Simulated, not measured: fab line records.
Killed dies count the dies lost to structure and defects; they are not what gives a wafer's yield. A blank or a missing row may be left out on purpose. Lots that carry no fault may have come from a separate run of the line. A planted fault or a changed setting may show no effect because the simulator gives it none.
Struck lot and sound lot, side by side	flow rit cmos	34 steps out of a route of 202
Sound: wafers L787.1, L787.5, L787.6. Struck: wafers L780.2, L780.4, L780.6. The cause is given at the end.
Order at every step that has rows: each side's tool, ch and its chambers, its first start. Under that, the readings that differ: sound wafers	struck wafers	difference of the means	sigmas: that difference in standard deviations of wafers without a fault.
alike: words and numbers the same on both sides, and readings whose means are apart by under 2 such deviations; not compared: readings that were withheld, readings missing a value for some wafer, numbers with overlapping values and no deviation given by the record, and bounds like >300 which may hide the same value.
Wherever a step has rows on one side only, a row that says differs or no value, or a row with sigmas, the two part there. Numbers that have no deviation but don't overlap get no sigmas and don't part them. A reading missing from all wafers of one side parts the sides only when that side holds two or more wafers.

first, 3 steps without rows for these wafers: RIT_PWELL_EXPOSE_03 (exposes mask M3, target cd 43700 nm); RIT_PWELL_PEB_04; RIT_PWELL_DEVELOP_05 (develop time 68 s).
RIT_PWELL_OVL_MEAS_06:
  struck on overlay-01, day 3 09:47; sound on overlay-02, day 4 20:45
  alike: PWELL_OVL
then, 2 steps without rows for these wafers: RIT_PWELL_HARDBAKE_07 (time 120 s); RIT_PWELL_IMPLANT_08.
RIT_PWELL_STRIP_09: strips in O2, time 180 s.
  sound on plasma asher-03 ch 0,1, day 4 21:11; struck on plasma asher-04 ch 0,1, day 3 10:13
  alike: drypump motor current A
  not compared: rf hours counter h
RIT_PWELL_TW_MEAS_10:
  struck on film metro-03, day 3 10:25; sound on film metro-01, day 4 21:22
reading	sound	struck	difference	sigmas
PWELL_TW	934 930 940	953 951 953	+18	+3
then, 1 step without rows for these wafers: RIT_WELLDRIVE_ANNEAL_00 (time 14700 s).
RIT_WELLDRIVE_RS_MEAS_01: measures by four-point-probe.
  struck on film metro-01, day 3 15:43; sound on film metro-01, day 5 02:30
  alike: NWELL_RS
RIT_WELLDRIVE_RS_MEAS_02: measures by four-point-probe.
  struck on film metro-01, day 3 15:50; sound on film metro-01, day 5 02:37
  alike: PWELL_RS
then, 1 step without rows for these wafers: RIT_NRETRO_HMDS_00 (prime time 60 s).
RIT_NRETRO_COAT_01: resist thk 1300 nm.
  sound on litho track-04 ch 0, day 5 03:01; struck on litho track-02, day 3 16:07
  no value came back on the struck wafers for chill plate temp C (C), dispense pressure kPa (kPa); on the sound wafers chill plate temp C (C) reads 22.94 23.02 22.91
then, 4 steps without rows for these wafers: RIT_NRETRO_SOFTBAKE_02 (time 60 s); RIT_NRETRO_EXPOSE_03 (exposes mask M4, target cd 43900 nm); RIT_NRETRO_PEB_04; RIT_NRETRO_DEVELOP_05 (develop time 68 s).
RIT_NRETRO_OVL_MEAS_06:
  struck on overlay-01, day 3 16:56; sound on overlay-01, day 5 03:52
reading	sound	struck	difference	sigmas
NRETRO_OVL (nm)	0.4 1.5 1.6	- - -	no value on the struck wafers	
then, 2 steps without rows for these wafers: RIT_NRETRO_HARDBAKE_07 (time 120 s); RIT_NRETRO_IMPLANT_08.
RIT_NRETRO_STRIP_09: strips in O2, time 180 s.
  sound on plasma asher-03 ch 0,1, day 5 04:19; struck on plasma asher-04 ch 1, day 3 17:22
  alike: drypump motor current A
  not compared: rf hours counter h
RIT_NRETRO_TW_MEAS_10:
  struck on film metro-03, day 3 17:32; sound on film metro-02, day 5 04:29
  alike: NRETRO_TW
then, 6 steps without rows for these wafers: RIT_PRETRO_HMDS_00 (prime time 60 s); RIT_PRETRO_COAT_01 (resist thk 1300 nm); RIT_PRETRO_SOFTBAKE_02 (time 60 s); RIT_PRETRO_EXPOSE_03 (exposes mask M5, target cd 43700 nm); RIT_PRETRO_PEB_04; RIT_PRETRO_DEVELOP_05 (develop time 68 s).
RIT_PRETRO_OVL_MEAS_06:
  struck on overlay-01, day 3 18:44; sound on overlay-01, day 5 05:25
  alike: PRETRO_OVL
then, 2 steps without rows for these wafers: RIT_PRETRO_HARDBAKE_07 (time 120 s); RIT_PRETRO_IMPLANT_08.
RIT_PRETRO_STRIP_09: strips in O2, time 180 s.
  sound on plasma asher-02 ch 0,1, day 5 05:52; struck on plasma asher-02 ch 0,1, day 3 19:10
  alike: drypump motor current A
  not compared: rf hours counter h
RIT_PRETRO_TW_MEAS_10:
  struck on film metro-01, day 3 19:21; sound on film metro-02, day 5 06:02
reading	sound	struck	difference	sigmas
PRETRO_TW	475 478 480	1064 1062 1060	+584	+99 or more
then, 1 step without rows for these wafers: RIT_GATE_WET_ETCH_00 (etches SiO2 in BOE, target depth 56 nm, time 60 s).

== WHERE THEY PART ==
Last at RIT_PRETRO_TW_MEAS_10 as far as this record goes, first at RIT_PWELL_TW_MEAS_10.

WHY: what the simulator had put in
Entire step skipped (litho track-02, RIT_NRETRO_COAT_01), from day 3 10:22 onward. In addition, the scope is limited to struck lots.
